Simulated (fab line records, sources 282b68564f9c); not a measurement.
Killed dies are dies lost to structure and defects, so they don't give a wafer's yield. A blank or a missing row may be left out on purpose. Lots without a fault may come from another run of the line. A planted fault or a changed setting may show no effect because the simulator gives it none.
fab line records | flow rit_cmos
record lots=5 wafers=27
route steps=202 shown ACTIVE@11 FOX2@25 GATE@91 REOX@101 NLDD@103 PLDD@123 SPACER@125 NSD@131 SDANNEAL@153 SILICIDE@162 M1@202
start_h: hours from the record's first day to the start of the lot's first wafer shown | wait_h: hours since the lot's step before | " the same as in the row above | L1.1+2: a row that stands for several wafers | - no value, or no start given | * or withheld: withheld | < > ~ a bound
route shown NAME@n: a module of which the file shows steps, and the number in the route of the first | usual: mean/standard deviation of fault-free wafers | same: alike in all rows | chamber/n: place in a boat | sites: the reading at each site | _std_site: their standard deviation | _edge_site: outer sites' mean less inner sites' | radius_mm: how far each site lies from the wafer's centre | mask NAME#n: copy n | behind: the tool/chamber that last shaped the wafer | hold: why the lot was held/for how many hours/how that ended | device: the transistor (n, p or np) that didn't switch | end of line: the same wafers' tests at the end of the route | a step without rows: its recipe alone | killed: dies lost to structure and defects at the first sort, not the wafer's yield | map: a wafer's dies, x killed, . not, _ none there
set.NAME: the setting as run; set.NAME@STEP: as run at that earlier step | model.NAME: the simulator's own value behind a step, which no gauge read
lots whose settings were changed on purpose; a table a step, a row a wafer
## steps
# step RIT_ACTIVE_DEVELOP_10
# recipe resist=NOVOLAK develop_time_s=50 dev_temp_c=23
# columns lot.wafer tool chamber start_h wait_h set.develop_time_s
L075.2+4+6 litho_track-01 0 - - 50
L078.1+2+3+4+5+6 litho_track-01 0 - - 50
L079.1+2+6 litho_track-01 0 - - 35.44
L079.3+4+5 " 0 " " 50
L084.1+2+3+4+5+6 litho_track-03 0 - - 50
L085.1+3+6 litho_track-04 0 - - 50
L085.2+4+5 " 0 " " 39.57
# step RIT_ACTIVE_CD_MEAS_11
# recipe target_cd_nm=1400
# usual cd_nm=1400.7/1.5
# columns lot.wafer tool chamber start_h wait_h set.develop_time_s@ACTIVE_DEVELOP_10 cd_nm
L075.2 cd_sem-02 - 19.46 - 50 1402.1
L075.4 " - " " 50 1400.0
L075.6 " - " " 50 1403.2
L078.1 cd_sem-02 - 34.56 - 50 1402.6
L078.2 " - " " 50 1402.3
L078.3 " - " " 50 1401.4
L078.4 " - " " 50 1402.5
L078.5 " - " " 50 1401.5
L078.6 " - " " 50 1402.1
L079.1 cd_sem-02 - 39.44 - 35.44 1435.5
L079.2 " - " " 35.44 1434.8
L079.3 " - " " 50 1397.0
L079.4 " - " " 50 1400.1
L079.5 " - " " 50 1399.0
L079.6 " - " " 35.44 1434.0
L084.1 cd_sem-01 - 65.75 - 50 1399.2
L084.2 " - " " 50 1398.4
L084.3 " - " " 50 1400.6
L084.4 " - " " 50 1398.6
L084.5 " - " " 50 1401.1
L084.6 " - " " 50 1400.4
L085.1 cd_sem-02 - 69.56 - 50 1403.2
L085.2 " - " " 39.57 1424.5
L085.3 " - " " 50 1400.7
L085.4 " - " " 39.57 1425.2
L085.5 " - " " 39.57 1424.4
L085.6 " - " " 50 1401.3
# step RIT_ACTIVE_ETCH_13
# recipe stop_on=SiO2 chemistry=SF6 target=Si3N4 time_s=210 over_etch_frac=0.4 SF6_flow_sccm=200 pressure_mtorr=260 rf_w=125 target_depth_a=2100
# usual oes_product_au=0.814/0.017
# columns lot.wafer tool chamber start_h wait_h set.target_depth_a oes_product_au model.NOVOLAK_of_ACTIVE_COAT_06.thk_nm model.SiO2_of_ACTIVE_OXIDATION_01.thk_nm model.ACTIVE.feature_depth_nm
L075.2 rie_diel-04 1 19.71 0.1 2100 0.797 655.3 44.44 151.2
L075.4 " 3 " " 2100 0.829 666.4 46.24 149.7
L075.6 " 0 " " 2100 0.795 664.4 46.69 149.4
L078.1 rie_diel-04 0 34.83 0.1 2100 0.794 661.8 46.44 150.5
L078.2 " 3 " " 2100 0.825 661.7 45.54 150.6
L078.3 " 2 " " 2100 0.836 654.5 45.61 150.9
L078.4 " 1 " " 2100 0.808 655 43.19 152.9
L078.5 " 0 " " 2100 0.784 659.8 46.18 149.8
L078.6 " 3 " " 2100 0.836 659.5 45.91 151.1
L079.1 rie_diel-01 3 39.71 0.1 2100 0.804 665.6 46.51 149.4
L079.2 " 2 " " 2736 0.719 587.7 25.39 170.6
L079.3 " 0 " " 2736 0.712 585.4 24.16 171.3
L079.4 " 1 " " 2736 0.711 576.3 20.57 174.9
L079.5 " 3 " " 2100 0.798 664.4 46.14 149.5
L079.6 " 2 " " 2100 0.824 658.5 46.41 148.6
L084.1 rie_diel-01 3 66.02 0.1 2100 0.805 670.2 47.06 149
L084.2 " 2 " " 2100 0.834 661.4 47.32 149.2
L084.3 " 1 " " 2100 0.813 650.6 45.44 151
L084.4 " 0 " " 2861 0.699 569.8 0 196.7
L084.5 " 3 " " 2861 0.691 594 26.55 170.1
L084.6 " 2 " " 2861 0.709 579.4 23.6 173.3
L085.1 rie_diel-04 0 69.83 0.1 2569 0.706 613.1 34.15 160.4
L085.2 " 2 " " 2100 0.837 658.4 47.6 147.5
L085.3 " 0 " " 2100 0.792 658.7 47.81 147.1
L085.4 " 2 " " 2100 0.825 658 47.24 147.4
L085.5 " 2 " " 2569 0.742 606.9 32.55 162.7
L085.6 " 0 " " 2569 0.715 617.8 34.31 160.9
# step RIT_ACTIVE_STRIP_14
# recipe chemistry=O2 time_s=180 resist=NOVOLAK platen_temp_c=withheld power_w=500 pressure_mtorr=4000 o2_flow_sccm=4000
# step RIT_ACTIVE_CD_MEAS_90
# recipe target_cd_nm=1400
# usual cd_nm=1400.7/1.5
# columns lot.wafer tool chamber start_h wait_h set.develop_time_s@ACTIVE_DEVELOP_10 cd_nm
L075.2 cd_sem-02 - 20.04 0.1 50 1402.1
L075.4 " - " " 50 1400.3
L075.6 " - " " 50 1403.6
L078.1 cd_sem-02 - 35.14 0.1 50 1402.9
L078.2 " - " " 50 1402.6
L078.3 " - " " 50 1401.4
L078.4 " - " " 50 1402.4
L078.5 " - " " 50 1401.4
L078.6 " - " " 50 1401.8
L079.1 cd_sem-02 - 40.02 0.1 35.44 1435.8
L079.2 " - " " 35.44 1434.3
L079.3 " - " " 50 1396.5
L079.4 " - " " 50 1399.5
L079.5 " - " " 50 1398.5
L079.6 " - " " 35.44 1433.7
L084.1 cd_sem-02 - 66.33 0.1 50 1399.0
L084.2 " - " " 50 1398.4
L084.3 " - " " 50 1400.4
L084.4 " - " " 50 1397.8
L084.5 " - " " 50 1400.6
L084.6 " - " " 50 1400.0
L085.1 cd_sem-02 - 70.21 0.1 50 1402.8
L085.2 " - " " 39.57 1424.1
L085.3 " - " " 50 1400.5
L085.4 " - " " 39.57 1424.6
L085.5 " - " " 39.57 1424.5
L085.6 " - " " 50 1400.4
# step RIT_ACTIVE_CLEAN_15
# recipe chemistry=SC1 mix=3:3:50 time_s=600 temp_c=75
# step RIT_ACTIVE_CLEAN_16
# recipe chemistry=dHF dilution=50:1 time_s=30
# step RIT_FOX2_CLEAN_02
# recipe chemistry=dHF dilution=50:1 time_s=180
# step RIT_FOX2_WET_ETCH_03
# recipe chemistry=H3PO4 target=Si3N4 target_depth_nm=195 temp_c=165 time_s=2700
# columns lot.wafer tool chamber start_h wait_h set.target_depth_a@ACTIVE_ETCH_13 model.SiO2_of_ACTIVE_OXIDATION_01.thk_nm
L075.2 wet_bench-02 1 23.45 0.0 2100 39.51
L075.4 " 1 " " 2100 41.09
L075.6 " 1 " " 2100 41.49
L078.1 wet_bench-03 0 38.58 0.0 2100 41.16
L078.2 " 0 " " 2100 40.4
L078.3 " 0 " " 2100 40.43
L078.4 " 0 " " 2100 38.3
L078.5 " 0 " " 2100 40.94
L078.6 " 0 " " 2100 40.72
L079.1 wet_bench-03 0 43.43 0.0 2100 41.41
L079.2 " 0 " " 2736 22.58
L079.3 " 0 " " 2736 21.49
L079.4 " 0 " " 2736 18.31
L079.5 " 0 " " 2100 41.09
L079.6 " 0 " " 2100 41.33
L084.1 wet_bench-01 3 69.74 0.0 2100 41.86
L084.2 " 3 " " 2100 42.08
L084.3 " 3 " " 2100 40.41
L084.4 " 3 " " 2861 0
L084.5 " 3 " " 2861 23.61
L084.6 " 3 " " 2861 20.99
L085.1 wet_bench-03 3 73.62 0.0 2569 30.44
L085.2 " 3 " " 2100 42.4
L085.3 " 3 " " 2100 42.6
L085.4 " 3 " " 2100 42.09
L085.5 " 3 " " 2569 29
L085.6 " 3 " " 2569 30.57
# step RIT_GATE_DEVELOP_15
# recipe resist=NOVOLAK develop_time_s=50 dev_temp_c=23
# columns lot.wafer tool chamber start_h wait_h set.develop_time_s
L075.2+4+6 litho_track-04 0 - - 50
L078.1+2+3+4+5+6 litho_track-02 0 - - 50
L079.1+3+5 litho_track-01 0 - - 40.51
L079.2+4+6 " 0 " " 50
L084.1+2+6 litho_track-02 0 - - 50
L084.3+4+5 " 0 " " 31.22
L085.1+4+5 litho_track-04 0 - - 75.72
L085.2+3+6 " 0 " " 50
# step RIT_REOX_OXIDATION_03
# recipe temp_c=900 ambient=O2 target_thk_a=252 ox_time_s=5580
# columns lot.wafer tool chamber start_h wait_h set.ox_time_s model.SiO2_of_REOX_OXIDATION_03.thk_nm
L075.2 furnace-04 0 42.25 0.2 5580 24.98
L075.4 " 0 " " 5580 24.78
L075.6 " 0 " " 5580 25.41
L078.1 - - - 0.1 3067 17.07
L078.2 " - " " 3067 17.2
L078.3 " - " " 3067 17.23
L078.4 " - " " 3067 17.38
L078.5 " - " " 3067 16.92
L078.6 " - " " 3067 16.91
L079.1 - - - 1.0 3678 19.52
L079.2 " - " " 3678 19.4
L079.3 " - " " 3678 19.36
L079.4 " - " " 3678 19.53
L079.5 " - " " 3678 19.64
L079.6 " - " " 3678 19.6
L084.1 - - - 0.1 4227 21.02
L084.2+6 " - " " 4227 20.95
L084.3 " - " " 4227 20.96
L084.4 " - " " 4227 21.26
L084.5 " - " " 4227 21.42
L085.1 - - - 0.0 6461 28.44
L085.2 " - " " 6461 29.19
L085.3 " - " " 6461 28.57
L085.4 " - " " 6461 28.03
L085.5 " - " " 6461 28.32
L085.6 " - " " 6461 28.39
# step RIT_REOX_THK_MEAS_04
# recipe reads=SiO2_of_REOX_OXIDATION_03
# usual REOX_OXIDE_THK=25.5/0.35
# columns lot.wafer tool chamber start_h wait_h set.ox_time_s@REOX_OXIDATION_03 REOX_OXIDE_THK[nm]
L075.2 film_metro-01 - 44.81 0.0 5580 25.0
L075.4 " - " " 5580 24.8
L075.6 " - " " 5580 25.4
L078.1 film_metro-04 - - - 3067 17.1
L078.2 " - " " 3067 17.2
L078.3 " - " " 3067 17.3
L078.4 " - " " 3067 17.3
L078.5 " - " " 3067 17.0
L078.6 " - " " 3067 16.9
L079.1 film_metro-02 - - - 3678 19.5
L079.2 " - " " 3678 19.4
L079.3 " - " " 3678 19.3
L079.4 " - " " 3678 19.5
L079.5 " - " " 3678 19.6
L079.6 " - " " 3678 19.6
L084.1 film_metro-02 - - - 4227 21.0
L084.2 " - " " 4227 21.0
L084.3 " - " " 4227 21.0
L084.4 " - " " 4227 21.3
L084.5 " - " " 4227 21.4
L084.6 " - " " 4227 20.9
L085.1 film_metro-04 - - - 6461 28.4
L085.2 " - " " 6461 29.2
L085.3 " - " " 6461 28.6
L085.4 " - " " 6461 28.0
L085.5 " - " " 6461 28.4
L085.6 " - " " 6461 28.4
# step RIT_NLDD_HMDS_00
# recipe prime_time_s=60 prime_temp_c=140
# step RIT_NLDD_COAT_01
# recipe resist=NOVOLAK spin_rpm=3250 resist_thk_nm=1000
# step RIT_PLDD_STRIP_09
# recipe chemistry=O2 time_s=180 resist=NOVOLAK platen_temp_c=withheld power_w=500 pressure_mtorr=4000 o2_flow_sccm=4000
# step RIT_SPACER_CLEAN_00
# recipe chemistry=SC1 mix=3:3:50 time_s=600 temp_c=75
# columns lot.wafer tool chamber start_h wait_h set.ox_time_s@REOX_OXIDATION_03 model.SiO2_of_REOX_OXIDATION_03.thk_nm
L075.2 wet_bench-02 0 47.78 0.0 5580 23.06
L075.4 " 0 " " 5580 22.89
L075.6 " 0 " " 5580 23.46
L078.1 wet_bench-04 2 63.08 0.1 3067 15.74
L078.2 " 2 " " 3067 15.85
L078.3 " 2 " " 3067 15.88
L078.4 " 2 " " 3067 16.03
L078.5 " 2 " " 3067 15.61
L078.6 " 2 " " 3067 15.59
L079.1 wet_bench-01 0 68.45 0.1 3678 18.01
L079.2 " 0 " " 3678 17.92
L079.3 " 0 " " 3678 17.87
L079.4 " 0 " " 3678 18.03
L079.5 " 0 " " 3678 18.13
L079.6 " 0 " " 3678 18.1
L084.1 wet_bench-01 0 93.65 0.1 4227 19.39
L084.2+3 " 0 " " 4227 19.33
L084.4 " 0 " " 4227 19.62
L084.5 " 0 " " 4227 19.77
L084.6 " 0 " " 4227 19.32
L085.1 wet_bench-04 2 97.68 0.1 6461 26.28
L085.2 " 2 " " 6461 26.95
L085.3 " 2 " " 6461 26.4
L085.4 " 2 " " 6461 25.91
L085.5 " 2 " " 6461 26.17
L085.6 " 2 " " 6461 26.22
# step RIT_SPACER_ETCHBACK_05
# recipe target_depth_a=2500 SF6_flow_sccm=30 CHF3_flow_sccm=30 target=Si3N4 chemistry=SF6/CHF3 pressure_mtorr=40 rf_w=250 time_s=240 stop_on=SiO2
# usual oes_product_au=0.838/0.017
# columns lot.wafer tool chamber start_h wait_h set.target_depth_a oes_product_au model.Si3N4_of_SPACER_CVD_03.thk_nm model.SiO2_of_FOX2_OXIDATION_00.thk_nm model.poly-Si_of_GATE_CVD_08.thk_nm
L075.2 rie_diel-03 0 50.12 0.0 2500 0.826 197.2 181.1 167.5
L075.4 " 3 " " 2500 0.830 195.8 178.9 166.1
L075.6 " 3 " " 2500 0.832 197.1 177.5 165.7
L078.1 rie_diel-03 3 65.46 0.1 2500 0.837 197.8 193.9 171.5
L078.2 " 0 " " 3091 0.731 187.9 182.2 158
L078.3 " 1 " " 2500 0.831 198.7 194.7 172.2
L078.4 " 3 " " 3091 0.742 189.8 189.7 162.4
L078.5 " 1 " " 3091 0.733 184.1 182.4 157.7
L078.6 " 0 " " 2500 0.836 198.2 192.3 172.4
L079.1 rie_diel-03 0 70.79 0.1 2500 0.825 197.1 177 173
L079.2 " 3 " " 2500 0.839 196.6 177.1 168.7
L079.3 " 1 " " 3240 0.714 183 159.7 153.4
L079.4 " 3 " " 3240 0.722 185.9 165.5 154.7
L079.5 " 1 " " 2500 0.826 194.7 170.2 169.6
L079.6 " 0 " " 3240 0.705 181.5 162 155.5
L084.1 rie_diel-04 2 95.99 0.1 2500 0.855 194.6 192.9 167.1
L084.2 " 3 " " 2500 0.850 196.1 198.1 169.4
L084.3 " 0 " " 2500 0.813 194.5 193.8 164.8
L084.4 " 1 " " 2500 0.821 194.8 192.8 166.7
L084.5 " 0 " " 2500 0.813 195 194.5 166.8
L084.6 " 3 " " 2500 0.850 194.6 193.1 166.7
L085.1 rie_diel-04 0 100.05 0.1 2926 0.755 191.5 178.9 162.2
L085.2 " 1 " " 2926 0.763 191.6 175.4 163
L085.3 " 3 " " 2500 0.864 198.6 188.2 170.8
L085.4 " 2 " " 2500 0.864 197 189 169.4
L085.5 " 2 " " 2926 0.794 189.3 175.5 164.3
L085.6 " 1 " " 2500 0.826 197.6 183.6 171.8
# step RIT_NSD_HMDS_00
# recipe prime_time_s=60 prime_temp_c=140
# step RIT_NSD_COAT_01
# recipe resist=NOVOLAK spin_rpm=3250 resist_thk_nm=1000
# step RIT_SDANNEAL_CLEAN_00
# recipe chemistry=SC1 mix=3:3:50 time_s=600 temp_c=75
# step RIT_SDANNEAL_CLEAN_01
# recipe chemistry=dHF dilution=50:1 time_s=30
# columns lot.wafer tool chamber start_h wait_h set.target_depth_a@SPACER_ETCHBACK_05 model.SiO2_of_FOX2_OXIDATION_00.thk_nm
L075.2 wet_bench-03 3 53.63 0.0 2500 168
L075.4 " 3 " " 2500 165.9
L075.6 " 3 " " 2500 164.4
L078.1 wet_bench-01 1 69.09 0.0 2500 180.9
L078.2 " 1 " " 3091 169.1
L078.3 " 1 " " 2500 181.7
L078.4 " 1 " " 3091 176.7
L078.5 " 1 " " 3091 169.3
L078.6 " 1 " " 2500 179.3
L079.1 wet_bench-01 2 74.25 0.0 2500 163.8
L079.2 " 2 " " 2500 163.7
L079.3 " 2 " " 3240 146.4
L079.4 " 2 " " 3240 152.3
L079.5 " 2 " " 2500 157
L079.6 " 2 " " 3240 148.7
L084.1 wet_bench-03 3 99.18 0.0 2500 179.9
L084.2 " 3 " " 2500 185.2
L084.3 " 3 " " 2500 180.7
L084.4 " 3 " " 2500 179.8
L084.5 " 3 " " 2500 181.6
L084.6 " 3 " " 2500 180
L085.1 wet_bench-01 2 103.53 0.0 2926 165.6
L085.2 " 2 " " 2926 162.1
L085.3 " 2 " " 2500 174.9
L085.4 " 2 " " 2500 175.7
L085.5 " 2 " " 2926 162.2
L085.6 " 2 " " 2500 170.3
# step RIT_SILICIDE_SPUTTER_01
# recipe material=Ti target_thk_nm=30 power_w=350 chamber_pressure_pa=0.667 gas=Ar time_s=240 substrate_temp_c=25
# columns lot.wafer tool chamber start_h wait_h set.time_s model.Ti_of_SILICIDE_SPUTTER_01.thk_nm
L075.2 pvd_sputter-04 - 54.39 0.0 240 29.28
L075.4 " - " " 240 29.66
L075.6 " - " " 240 29.24
L078.1 pvd_sputter-02 - 69.83 0.0 240 30.65
L078.2 " - " " 240 30.16
L078.3 " - " " 317.9 40.15
L078.4 " - " " 317.9 39.88
L078.5 " - " " 317.9 39.64
L078.6 " - " " 240 30.18
L079.1 pvd_sputter-04 - 75.05 0.0 240 29.81
L079.2 " - " " 240 29.65
L079.3 " - " " 240 30.09
L079.4 " - " " 290.7 36.08
L079.5 " - " " 290.7 36.57
L079.6 " - " " 290.7 36.42
L084.1 pvd_sputter-02 - 99.94 0.0 240 31
L084.2 " - " " 358.2 45.15
L084.3 " - " " 240 30.35
L084.4 " - " " 358.2 45.53
L084.5 " - " " 240 30.87
L084.6 " - " " 358.2 45.3
L085.1 pvd_sputter-04 - 104.30 0.0 292.5 36.5
L085.2 " - " " 240 29.94
L085.3 " - " " 292.5 36.42
L085.4 " - " " 292.5 35.82
L085.5 " - " " 240 29.92
L085.6 " - " " 240 30.06
# step RIT_SILICIDE_RS_MEAS_02
# recipe thk_meas_gauge=four-point-probe reads=Ti_of_SILICIDE_SPUTTER_01
# usual SILICIDE_TI_RS=47.8/0.77
# columns lot.wafer tool chamber start_h wait_h set.time_s@SILICIDE_SPUTTER_01 SILICIDE_TI_RS[ohm/sq]
L075.2 film_metro-02 - 54.56 0.1 240 49.4
L075.4 " - " " 240 48.7
L075.6 " - " " 240 49.5
L078.1 film_metro-02 - 69.98 0.1 240 46.6
L078.2 " - " " 240 47.6
L078.3 " - " " 317.9 33.4
L078.4 " - " " 317.9 33.7
L078.5 " - " " 317.9 33.9
L078.6 " - " " 240 47.6
L079.1 film_metro-02 - 75.20 0.1 240 48.3
L079.2 " - " " 240 48.5
L079.3 " - " " 240 47.7
L079.4 " - " " 290.7 38.1
L079.5 " - " " 290.7 37.4
L079.6 " - " " 290.7 37.7
L084.1 film_metro-03 - 100.09 0.1 240 45.9
L084.2 " - " " 358.2 28.8
L084.3 " - " " 240 47.1
L084.4 " - " " 358.2 28.5
L084.5 " - " " 240 46.1
L084.6 " - " " 358.2 28.7
L085.1 film_metro-02 - 104.45 0.1 292.5 37.5
L085.2 " - " " 240 48.0
L085.3 " - " " 292.5 37.6
L085.4 " - " " 292.5 38.3
L085.5 " - " " 240 48.0
L085.6 " - " " 240 47.7
# step RIT_SILICIDE_THK_MEAS_03
# recipe thk_meas_gauge=xrf reads=Ti_of_SILICIDE_SPUTTER_01
# usual SILICIDE_TI_THK=29.9/0.38
# columns lot.wafer tool chamber start_h wait_h set.time_s@SILICIDE_SPUTTER_01 SILICIDE_TI_THK[nm]
L075.2 film_metro-02 - 54.67 0.1 240 29.4
L075.4 " - " " 240 29.7
L075.6 " - " " 240 29.3
L078.1 film_metro-02 - 70.10 0.1 240 30.6
L078.2 " - " " 240 30.2
L078.3 " - " " 317.9 40.3
L078.4 " - " " 317.9 40.0
L078.5 " - " " 317.9 39.8
L078.6 " - " " 240 30.2
L079.1 film_metro-02 - 75.32 0.1 240 29.7
L079.2 " - " " 240 29.6
L079.3 " - " " 240 30.2
L079.4 " - " " 290.7 36.1
L079.5 " - " " 290.7 36.5
L079.6 " - " " 290.7 36.4
L084.1 film_metro-03 - 100.21 0.1 240 30.8
L084.2 " - " " 358.2 44.8
L084.3 " - " " 240 30.2
L084.4 " - " " 358.2 45.5
L084.5 " - " " 240 30.7
L084.6 " - " " 358.2 45.0
L085.1 film_metro-02 - 104.57 0.1 292.5 36.3
L085.2 " - " " 240 29.8
L085.3 " - " " 292.5 36.1
L085.4 " - " " 292.5 35.7
L085.5 " - " " 240 29.7
L085.6 " - " " 240 29.8
# step RIT_M1_PROBE_99
# columns lot.wafer tool chamber start_h wait_h set.develop_time_s@GATE_DEVELOP_15 model.etest.nmos_0p15.r_on_ohm_um model.etest.nmos_0p3.r_on_ohm_um model.etest.npoly_line.line_ohm_um model.etest.pmos_0p15.r_on_ohm_um model.etest.pmos_0p3.r_on_ohm_um model.etest.pmos_turned.r_on_ohm_um model.etest.ppoly_line.line_ohm_um
L075.2 prober-01 - 61.48 0.1 50 1148 2176 171.1 2672 6202 3301 164.2
L075.4 prober-01 - 61.58 0.2 50 1122 2171 170.3 2630 6194 3222 162.8
L075.6 prober-01 - 61.68 0.2 50 1142 2195 170.8 2692 6160 3306 162.4
L078.1 prober-02 - 76.88 0.1 50 973.9 2019 154.6 2259 5770 2662 149.3
L078.3 prober-02 - 76.98 0.2 50 1054 2110 140.8 2359 5994 2820 134.2
L078.6 prober-02 - 77.13 0.2 50 1004 2043 152.8 2329 5871 2762 147.4
L079.1 prober-01 - 82.18 0.1 40.51 1351 2453 111.5 3452 7120 3925 108.8
L079.2 prober-01 - 82.23 0.1 50 1034 2153 161.3 2476 6160 2940 153.7
L079.5 prober-01 - 82.38 0.2 40.51 1407 2498 99.84 3495 7117 3992 98.84
L084.1 prober-02 - 107.27 0.1 50 1076 2113 159.6 2454 5979 2908 156.5
L084.2 prober-02 - 107.32 0.1 50 1094 2162 138.7 2459 5961 2950 137.7
L084.3 prober-02 - 107.37 0.2 31.22 1686 2713 83.53 4364 7794 4803 80.74
L084.4 prober-02 - 107.42 0.2 31.22 1740 2796 68.5 4452 8000 4901 67.59
L084.5 prober-02 - 107.47 0.2 31.22 1669 2711 81.64 4358 7751 4810 80.58
L084.6 prober-02 - 107.52 0.2 50 1122 2190 138 2500 5968 2971 134.7
L085.1 prober-01 - 111.51 0.1 75.72 - 2078 661.9 - 5535 3066 634.8
L085.2 prober-01 - 111.56 0.1 50 1533 2547 171.5 3694 7218 5048 166.8
L085.3 prober-01 - 111.61 0.2 50 1278 2335 157.6 3289 6895 4490 151.1
L085.4 prober-01 - 111.66 0.2 75.72 - 1824 664.9 - 5072 2515 622.2
L085.5 prober-01 - 111.71 0.2 75.72 - 2104 685.1 - 5600 3070 667.1
L085.6 prober-01 - 111.76 0.2 50 1252 2323 173.2 3217 6845 4350 163.6
# killed by level:class
L075.2 GATE:geometric_particle:open=4 SPACER:geometric_particle:short=3 SPACER:geometric_particle:open=1 SILICIDE:geometric_particle:open=1
L075.4 FOX1:geometric_particle:open=1 GATE:geometric_particle:short=1 GATE:geometric_particle:open=1 SPACER:geometric_particle:open=1 SPACER:geometric_particle:short=1 SILICIDE:geometric_particle:short=1 NRETRO:coat_microbubble_printed=1
L075.6 GATE:geometric_particle:open=2 REOX:geometric_particle:open=2 FOX1:geometric_particle:open=1 GATE:geometric_particle:short=1 SPACER:geometric_particle:short=1
## key
split step=RIT_ACTIVE_DEVELOP_10 setting=develop_time_s stated=50 by=wafer
response step=RIT_ACTIVE_CD_MEAS_11 reading=cd_nm change=-1.19 per=1% r=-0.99
response step=RIT_ACTIVE_CD_MEAS_90 reading=cd_nm change=-1.2 per=1% r=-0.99
split step=RIT_ACTIVE_ETCH_13 setting=target_depth_a stated=2100 by=wafer
response step=RIT_ACTIVE_ETCH_13 reading=oes_product_au change=-0.00341 per=1% r=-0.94
response step=RIT_ACTIVE_ETCH_13 reading=model.NOVOLAK_of_ACTIVE_COAT_06.thk_nm change=-2.32 per=1% r=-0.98
response step=RIT_ACTIVE_ETCH_13 reading=model.SiO2_of_ACTIVE_OXIDATION_01.thk_nm change=-0.765 per=1% r=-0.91
response step=RIT_ACTIVE_ETCH_13 reading=model.ACTIVE.feature_depth_nm change=+0.773 per=1% r=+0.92
response step=RIT_FOX2_WET_ETCH_03 reading=model.SiO2_of_ACTIVE_OXIDATION_01.thk_nm change=-0.681 per=1% r=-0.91
split step=RIT_GATE_DEVELOP_15 setting=develop_time_s stated=50 by=wafer
response step=RIT_M1_PROBE_99 reading=model.etest.pmos_0p15.r_on_ohm_um change=-51.3 per=1% r=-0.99
response step=RIT_M1_PROBE_99 reading=model.etest.nmos_0p15.r_on_ohm_um change=-16.2 per=1% r=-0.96
response step=RIT_M1_PROBE_99 reading=model.etest.pmos_turned.r_on_ohm_um change=-40.2 per=1% r=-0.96
response step=RIT_M1_PROBE_99 reading=model.etest.pmos_0p3.r_on_ohm_um change=-38 per=1% r=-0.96
response step=RIT_M1_PROBE_99 reading=model.etest.nmos_0p3.r_on_ohm_um change=-10.7 per=1% r=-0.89
response step=RIT_M1_PROBE_99 reading=model.etest.npoly_line.line_ohm_um change=+6.85 per=1% r=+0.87
response step=RIT_M1_PROBE_99 reading=model.etest.ppoly_line.line_ohm_um change=+6.56 per=1% r=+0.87
split step=RIT_REOX_OXIDATION_03 setting=ox_time_s stated=5580 by=lot
response step=RIT_REOX_OXIDATION_03 reading=model.SiO2_of_REOX_OXIDATION_03.thk_nm change=+0.183 per=1% r=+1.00
response step=RIT_REOX_THK_MEAS_04 reading=REOX_OXIDE_THK change=+0.183 per=1% r=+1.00
response step=RIT_SPACER_CLEAN_00 reading=model.SiO2_of_REOX_OXIDATION_03.thk_nm change=+0.169 per=1% r=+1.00
split step=RIT_SPACER_ETCHBACK_05 setting=target_depth_a stated=2500 by=wafer
response step=RIT_SPACER_ETCHBACK_05 reading=oes_product_au change=-0.00415 per=1% r=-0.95
response step=RIT_SPACER_ETCHBACK_05 reading=model.Si3N4_of_SPACER_CVD_03.thk_nm change=-0.436 per=1% r=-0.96
response step=RIT_SPACER_ETCHBACK_05 reading=model.SiO2_of_FOX2_OXIDATION_00.thk_nm change=-0.435 per=1% r=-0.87
response step=RIT_SPACER_ETCHBACK_05 reading=model.poly-Si_of_GATE_CVD_08.thk_nm change=-0.519 per=1% r=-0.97
response step=RIT_SDANNEAL_CLEAN_01 reading=model.SiO2_of_FOX2_OXIDATION_00.thk_nm change=-0.436 per=1% r=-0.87
split step=RIT_SILICIDE_SPUTTER_01 setting=time_s stated=240 by=wafer
response step=RIT_SILICIDE_SPUTTER_01 reading=model.Ti_of_SILICIDE_SPUTTER_01.thk_nm change=+0.296 per=1% r=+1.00
response step=RIT_SILICIDE_RS_MEAS_02 reading=SILICIDE_TI_RS change=-0.399 per=1% r=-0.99
response step=RIT_SILICIDE_THK_MEAS_03 reading=SILICIDE_TI_THK change=+0.297 per=1% r=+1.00
